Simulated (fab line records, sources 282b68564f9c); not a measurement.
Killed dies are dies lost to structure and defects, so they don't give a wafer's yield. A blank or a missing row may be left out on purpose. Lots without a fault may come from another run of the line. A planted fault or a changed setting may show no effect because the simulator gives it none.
fab line records | flow rit_cmos
record lots=7 wafers=21 last_day=7
route steps=202 shown PSD@144 SDANNEAL@153 NSD@158 PLDD@159 NLDD@160 M1@202
lots that met no fault: from a run of the same line without faults
start_h: hours from the record's first day to the start of the lot's first wafer shown | wait_h: hours since the lot's step before | " the same as in the row above | L1.1+2: a row that stands for several wafers | - no value, or no start given | * or withheld: withheld | < > ~ a bound
route shown NAME@n: a module of which the file shows steps, and the number in the route of the first | usual: mean/standard deviation of fault-free wafers | same: alike in all rows | chamber/n: place in a boat | sites: the reading at each site | _std_site: their standard deviation | _edge_site: outer sites' mean less inner sites' | radius_mm: how far each site lies from the wafer's centre | mask NAME#n: copy n | behind: the tool/chamber that last shaped the wafer | hold: why the lot was held/for how many hours/how that ended | device: the transistor (n, p or np) that didn't switch | end of line: the same wafers' tests at the end of the route | a step without rows: its recipe alone | killed: dies lost to structure and defects at the first sort, not the wafer's yield | map: a wafer's dies, x killed, . not, _ none there
set.NAME: the setting as run; set.NAME@STEP: as run at that earlier step | model.NAME: the simulator's own value behind a step, which no gauge read
lots at some steps of the route; a table a step, a row a wafer
services: from which hour (start_h, from the record's first day; less than 0 if before it) a tool's chamber was out of use, for how many hours, and why
## steps
# step RIT_PSD_SOFTBAKE_02
# recipe resist=NOVOLAK temp_c=90 time_s=60
# step RIT_PSD_EXPOSE_03
# recipe mask_id=M10 na=0.57 target_cd_nm=40900 dose_mj=250
# step RIT_PSD_PEB_04
# recipe resist=NOVOLAK temp_c=withheld time_s=withheld
# step RIT_PSD_DEVELOP_05
# recipe resist=NOVOLAK develop_time_s=50 dev_temp_c=23
# step RIT_PSD_OVL_MEAS_06
# usual PSD_OVL=-1.1/1.4
# columns lot.wafer tool chamber start_h wait_h PSD_OVL[nm]
L156.3 overlay-01 - 92.09 - 1.8
L156.4 " - " " 1.0
L156.5 " - " " 0.8
L159.2 overlay-01 - 116.81 - -2.4
L159.5 " - " " -1.6
L159.6 " - " " -0.5
L169.2 overlay-02 - 143.77 - -0.2
L169.3 " - " " -0.1
L169.4 " - " " 0.6
L168.2 overlay-02 - 144.09 - 0.1
L168.3 " - " " -0.5
L168.5 " - " " 1.0
L171.2 overlay-02 - 147.93 - -1.2
L171.4 " - " " -1.0
L171.5 " - " " -3.4
L172.2 overlay-02 - 155.70 - -3.2
L172.4 " - " " -2.8
L172.6 " - " " -2.5
L175.2 overlay-01 - 169.45 - -1.3
L175.3 " - " " -2.5
L175.5 " - " " -2.1
# step RIT_PSD_HARDBAKE_07
# recipe resist=NOVOLAK temp_c=140 time_s=60
# step RIT_PSD_IMPLANT_08
# recipe species=BF2 energy_kev=27 dose_cm2=5e+15 tilt_deg=7
# step RIT_PSD_STRIP_09
# recipe chemistry=O2 time_s=180 resist=NOVOLAK platen_temp_c=withheld power_w=500 pressure_mtorr=4000 o2_flow_sccm=4000
# usual chamber_pressure_mTorr=4000/3.6 drypump_motor_current_A=5.7/0.49
# columns lot.wafer tool chamber start_h wait_h chamber_pressure_mTorr drypump_motor_current_A rf_hours_counter_h
L156.3 plasma_asher-04 0 92.47 0.1 3998 5.5 -
L156.4 " 1 " " 3995 4.9 -
L156.5 " 0 " " 3996 5.5 -
L159.2 plasma_asher-02 0 117.49 0.1 4004 5.7 47
L159.5 " 1 " " 4002 6.4 -
L159.6 " 0 " " 4003 5.7 -
L169.2 plasma_asher-01 0 144.10 0.1 3996 6.0 32
L169.3 " 1 " " 3998 5.7 -
L169.4 " 0 " " 3999 6.0 -
L168.2 plasma_asher-02 1 144.42 0.1 3998 6.4 51
L168.3 " 1 " " 4000 6.5 -
L168.5 " 1 " " 4006 6.4 -
L171.2 plasma_asher-04 0 148.34 0.1 3996 5.5 55
L171.4 " 1 " " 3997 4.9 -
L171.5 " 1 " " 4003 4.9 -
L172.2 plasma_asher-04 0 156.15 0.1 3995 5.6 56
L172.4 " 0 " " 3997 5.6 -
L172.6 " 0 " " 3993 5.5 -
L175.2 plasma_asher-01 0 169.78 0.1 3998 6.0 35
L175.3 " 0 " " 3999 6.0 -
L175.5 " 1 " " 4002 5.7 -
# step RIT_PSD_TW_MEAS_10
# usual PSD_TW=3446/32
# columns lot.wafer tool chamber start_h wait_h PSD_TW
L156.3 film_metro-02 - 92.61 0.1 3477
L156.4 " - " " 3463
L156.5 " - " " 3459
L159.2 film_metro-02 - 117.67 0.1 3462
L159.5 " - " " 3464
L159.6 " - " " 3478
L169.2 film_metro-01 - 144.28 0.1 3389
L169.3 " - " " 3385
L169.4 " - " " 3393
L168.2 film_metro-02 - 144.61 0.1 3461
L168.3 " - " " 3470
L168.5 " - " " 3445
L171.2 film_metro-02 - 148.52 0.1 3459
L171.4 " - " " 3452
L171.5 " - " " 3476
L172.2 film_metro-02 - 156.33 0.1 3474
L172.4 " - " " 3457
L172.6 " - " " 3479
L175.2 film_metro-03 - 169.96 0.1 3445
L175.3 " - " " 3419
L175.5 " - " " 3444
# step RIT_SDANNEAL_CLEAN_00
# recipe chemistry=SC1 mix=3:3:50 time_s=600 temp_c=75
# step RIT_SDANNEAL_CLEAN_01
# recipe chemistry=dHF dilution=50:1 time_s=30
# step RIT_SDANNEAL_CLEAN_02
# recipe chemistry=SC2 mix=3:3:50 time_s=600 temp_c=75 dry=n2_spin
# step RIT_SDANNEAL_RTA_03
# recipe temp_c=1050 time_s=5 idle_temp_c=600 ramp_up_c_per_s=342 ramp_down_c_per_s=171 cool_to_c=600 ambient=N2
# usual wafer_temp_C_max=1053.6/1.1
# columns lot.wafer tool chamber start_h wait_h wafer_temp_C_max
L156.3 rtp_anneal-02 0 93.05 0.0 1053.8
L156.4 " 0 " " 1054.5
L156.5 " 0 " " 1053.2
L159.2 rtp_anneal-01 0 118.10 0.0 1053.1
L159.5 " 0 " " 1053.9
L159.6 " 0 " " 1055.9
L169.2 rtp_anneal-02 0 144.71 0.0 1053.9
L169.3 " 0 " " 1053.3
L169.4 " 0 " " 1053.2
L168.2 rtp_anneal-01 0 145.03 0.0 1054.3
L168.3 " 0 " " 1052.4
L168.5 " 0 " " 1052.5
L171.2 rtp_anneal-02 0 148.98 0.0 1053.9
L171.4 " 0 " " 1053.9
L171.5 " 0 " " 1055.5
L172.2 rtp_anneal-02 0 156.79 0.0 1052.5
L172.4 " 0 " " 1053.3
L172.6 " 0 " " 1053.6
L175.2 rtp_anneal-01 0 170.44 0.0 1051.6
L175.3 " 0 " " 1053.4
L175.5 " 0 " " 1053.2
# step RIT_SDANNEAL_RS_MEAS_04
# recipe thk_meas_gauge=four-point-probe
# usual PSD_RS=115.79/0.26
# columns lot.wafer tool chamber start_h wait_h PSD_RS[ohm/sq]
L156.3 film_metro-03 - 93.13 0.1 115.77
L156.4 " - " " 115.64
L156.5 " - " " 116.05
L159.2 film_metro-03 - 118.17 0.1 115.76
L159.5 " - " " 115.33
L159.6 " - " " 115.52
L169.2 film_metro-01 - 144.78 0.1 127.73
L169.3 " - " " 127.96
L169.4 " - " " 127.64
L168.2 film_metro-02 - 145.10 0.1 115.82
L168.3 " - " " 115.84
L168.5 " - " " 115.99
L171.2 film_metro-03 - 149.05 0.1 127.92
L171.4 " - " " 127.80
L171.5 " - " " 127.78
L172.2 film_metro-03 - 156.86 0.1 128.14
L172.4 " - " " 127.74
L172.6 " - " " 128.18
L175.2 film_metro-01 - 170.51 0.1 115.72
L175.3 " - " " 115.26
L175.5 " - " " 115.73
# step RIT_SDANNEAL_RS_MEAS_05
# recipe thk_meas_gauge=four-point-probe
# usual NSD_RS=84.5/0.32
# columns lot.wafer tool chamber start_h wait_h NSD_RS[ohm/sq]
L156.3 film_metro-03 - 93.25 0.1 84.0
L156.4 " - " " 84.2
L156.5 " - " " 84.2
L159.2 film_metro-03 - 118.29 0.1 84.3
L159.5 " - " " 84.1
L159.6 " - " " 84.4
L169.2 film_metro-01 - 144.90 0.1 84.8
L169.3 " - " " 84.9
L169.4 " - " " 84.7
L168.2 film_metro-02 - 145.22 0.1 84.9
L168.3 " - " " 85.0
L168.5 " - " " 84.9
L171.2 film_metro-03 - 149.17 0.1 84.7
L171.4 " - " " 84.7
L171.5 " - " " 84.7
L172.2 film_metro-03 - 156.98 0.1 85.0
L172.4 " - " " 85.0
L172.6 " - " " 84.9
L175.2 film_metro-01 - 170.63 0.1 84.4
L175.3 " - " " 84.6
L175.5 " - " " 84.4
# step RIT_SDANNEAL_RS_MEAS_06
# recipe thk_meas_gauge=four-point-probe
# usual PLDD_RS=178.5/0.44
# columns lot.wafer tool chamber start_h wait_h PLDD_RS[ohm/sq]
L156.3 film_metro-03 - 93.37 0.1 178.1
L156.4 " - " " 177.6
L156.5 " - " " 178.5
L159.2 film_metro-03 - 118.41 0.1 178.7
L159.5 " - " " 178.1
L159.6 " - " " 178.6
L169.2 film_metro-01 - 145.02 0.1 190.6
L169.3 " - " " 191.0
L169.4 " - " " 190.6
L168.2 film_metro-02 - 145.34 0.1 178.2
L168.3 " - " " 178.5
L168.5 " - " " 178.6
L171.2 film_metro-03 - 149.29 0.1 191.1
L171.4 " - " " 191.1
L171.5 " - " " 191.4
L172.2 film_metro-03 - 157.10 0.1 191.7
L172.4 " - " " 190.5
L172.6 " - " " 190.6
L175.2 film_metro-01 - 170.75 0.1 178.6
L175.3 " - " " 178.5
L175.5 " - " " 178.6
# step RIT_SDANNEAL_RS_MEAS_07
# recipe thk_meas_gauge=four-point-probe
# usual NLDD_RS=151.6/0.5
# columns lot.wafer tool chamber start_h wait_h NLDD_RS[ohm/sq]
L156.3 film_metro-03 - 93.49 0.1 152.1
L156.4 " - " " 151.6
L156.5 " - " " 151.5
L159.2 film_metro-03 - 118.53 0.1 151.8
L159.5 " - " " 151.7
L159.6 " - " " 151.4
L169.2 film_metro-01 - 145.14 0.1 151.6
L169.3 " - " " 151.7
L169.4 " - " " 152.0
L168.2 film_metro-02 - 145.46 0.1 151.6
L168.3 " - " " 151.7
L168.5 " - " " 151.7
L171.2 film_metro-03 - 149.41 0.1 152.1
L171.4 " - " " 151.6
L171.5 " - " " 151.5
L172.2 film_metro-03 - 157.22 0.1 152.5
L172.4 " - " " 152.9
L172.6 " - " " 152.6
L175.2 film_metro-01 - 170.87 0.1 151.5
L175.3 " - " " 151.6
L175.5 " - " " 151.5
# step RIT_M1_PROBE_99
# usual killed_at_contacts=0.1/0.23 killed_at_front_end=6.7/2.9 killed_dies=6.8/2.9 killed_on_rim=1.9/1.4 killed_open=3.5/2.1 killed_short=3.2/1.9
# same gross_dies=264 killed_at_M0_to_M3=0 killed_at_M4_up=0 killed_at_back_side=0 killed_at_other=0
# columns lot.wafer tool chamber start_h wait_h killed_at_contacts killed_at_front_end killed_dies killed_on_rim killed_open killed_short
L156.3 prober-01 - 101.28 0.2 0 5 5 1 3 2
L156.4 prober-01 - 101.33 0.2 0 5 5 1 3 2
L156.5 prober-01 - 101.38 0.2 0 9 9 3 6 3
L159.2 prober-02 - 126.58 0.1 1 8 9 5 3 6
L159.5 prober-02 - 126.73 0.2 0 7 7 1 5 2
L159.6 prober-02 - 126.78 0.2 0 10 10 2 9 1
L169.2 prober-01 - 152.51 0.1 0 7 7 2 2 5
L169.3 prober-01 - 152.56 0.2 0 14 14 6 9 5
L169.4 prober-01 - 152.61 0.2 0 3 3 1 2 1
L168.2 prober-02 - 154.01 0.1 0 6 6 1 3 3
L168.3 prober-02 - 154.06 0.2 0 6 6 3 2 4
L168.5 prober-02 - 154.16 0.2 0 7 7 3 5 2
L171.2 prober-01 - 156.82 0.1 0 5 5 1 3 2
L171.4 prober-01 - 156.92 0.2 0 4 4 2 2 2
L171.5 prober-01 - 156.97 0.2 0 10 10 1 6 4
L172.2 prober-01 - 164.44 0.1 0 5 5 0 1 4
L172.4 prober-01 - 164.54 0.2 0 6 6 2 3 3
L172.6 prober-01 - 164.64 0.2 0 4 4 1 1 3
# killed by level:class
L156.3 REOX:geometric_particle:short=2 GATE:geometric_particle:open=1 SPACER:geometric_particle:open=1 SILICIDE:geometric_particle:open=1
L156.4 FOX1:geometric_particle:open=2 REOX:geometric_particle:open=1 REOX:geometric_particle:short=1 SILICIDE:geometric_particle:short=1
L156.5 FOX1:geometric_particle:short=2 FOX1:geometric_particle:open=2 REOX:geometric_particle:open=2 FOX2:geometric_particle:open=1 GATE:geometric_particle:short=1 SILICIDE:geometric_particle:open=1
L159.2 REOX:geometric_particle:short=3 SPACER:geometric_particle:open=1 REOX:geometric_particle:open=1 SPACER:geometric_particle:short=1 SILICIDE:geometric_particle:open=1 SILICIDE:geometric_particle:short=1 CONTACT:geometric_particle:short=1
L159.5 REOX:geometric_particle:open=4 FOX2:geometric_particle:open=1 SPACER:geometric_particle:short=1 SILICIDE:geometric_particle:short=1
L159.6 SPACER:geometric_particle:open=5 GATE:geometric_particle:open=4 SPACER:geometric_particle:short=1
L169.2 GATE:geometric_particle:short=2 SPACER:geometric_particle:open=2 SILICIDE:geometric_particle:short=2 REOX:geometric_particle:short=1
L169.3 FOX2:geometric_particle:open=3 GATE:geometric_particle:short=3 GATE:geometric_particle:open=3 FOX1:geometric_particle:short=1 FOX1:geometric_particle:open=1 SPACER:geometric_particle:open=1 SPACER:geometric_particle:short=1 SILICIDE:geometric_particle:open=1
L169.4 GATE:geometric_particle:open=2 GATE:geometric_particle:short=1
L168.2 GATE:geometric_particle:short=3 FOX1:geometric_particle:open=1 GATE:geometric_particle:open=1 SILICIDE:geometric_particle:open=1
L168.3 GATE:geometric_particle:short=3 FOX1:geometric_particle:open=1 REOX:geometric_particle:open=1 REOX:geometric_particle:short=1
L168.5 SPACER:geometric_particle:open=2 SILICIDE:geometric_particle:open=2 GATE:geometric_particle:short=1 REOX:geometric_particle:open=1 SILICIDE:geometric_particle:short=1
L171.2 FOX1:geometric_particle:open=1 FOX2:geometric_particle:open=1 GATE:geometric_particle:short=1 REOX:geometric_particle:short=1 SPACER:geometric_particle:open=1
L171.4 FOX2:geometric_particle:open=1 GATE:geometric_particle:open=1 GATE:geometric_particle:short=1 REOX:geometric_particle:short=1
L171.5 GATE:geometric_particle:open=2 SILICIDE:geometric_particle:short=2 FOX2:geometric_particle:open=1 FOX2:geometric_particle:short=1 REOX:geometric_particle:open=1 GATE:geometric_particle:short=1 SPACER:geometric_particle:open=1 SILICIDE:geometric_particle:open=1
L172.2 GATE:geometric_particle:short=4 GATE:geometric_particle:open=1
L172.4 GATE:geometric_particle:short=3 GATE:geometric_particle:open=2 SPACER:geometric_particle:open=1
L172.6 SPACER:geometric_particle:short=2 FOX1:geometric_particle:short=1 SPACER:geometric_particle:open=1
## services
# columns tool chamber start_h hours kind
plasma_asher-01 - 98.66 2.8 pm
## key
first_sign step=RIT_SDANNEAL_RS_MEAS_04 reading=PSD_RS direction=up sigmas=47 usual=115.79 struck=127.88
effect step=RIT_SDANNEAL_RS_MEAS_06 reading=PLDD_RS direction=up sigmas=29 usual=178.5 struck=191.0
met_at RIT_SDANNEAL_RTA_03
struck_wafers L169.2,L169.3,L169.4,L171.2,L171.4,L171.5,L172.2,L172.4,L172.6
tester_left_out L169,L171,L172
onset_between 93.05 144.71
fault kind=process_parameter_drift tool=rtp_anneal-02 chamber=- onset_h=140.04 steps=RIT_SDANNEAL_RTA_03 channel=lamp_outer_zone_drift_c offset=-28 shape=step end_h=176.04
# tester_left_out: of these lots the tester's yield and bins aren't shown, on N5 and GAA mostly nor the transistor test; their killed dies are dies lost to structure and defects alone, not to doping, threshold or leakage, so they don't give the yield
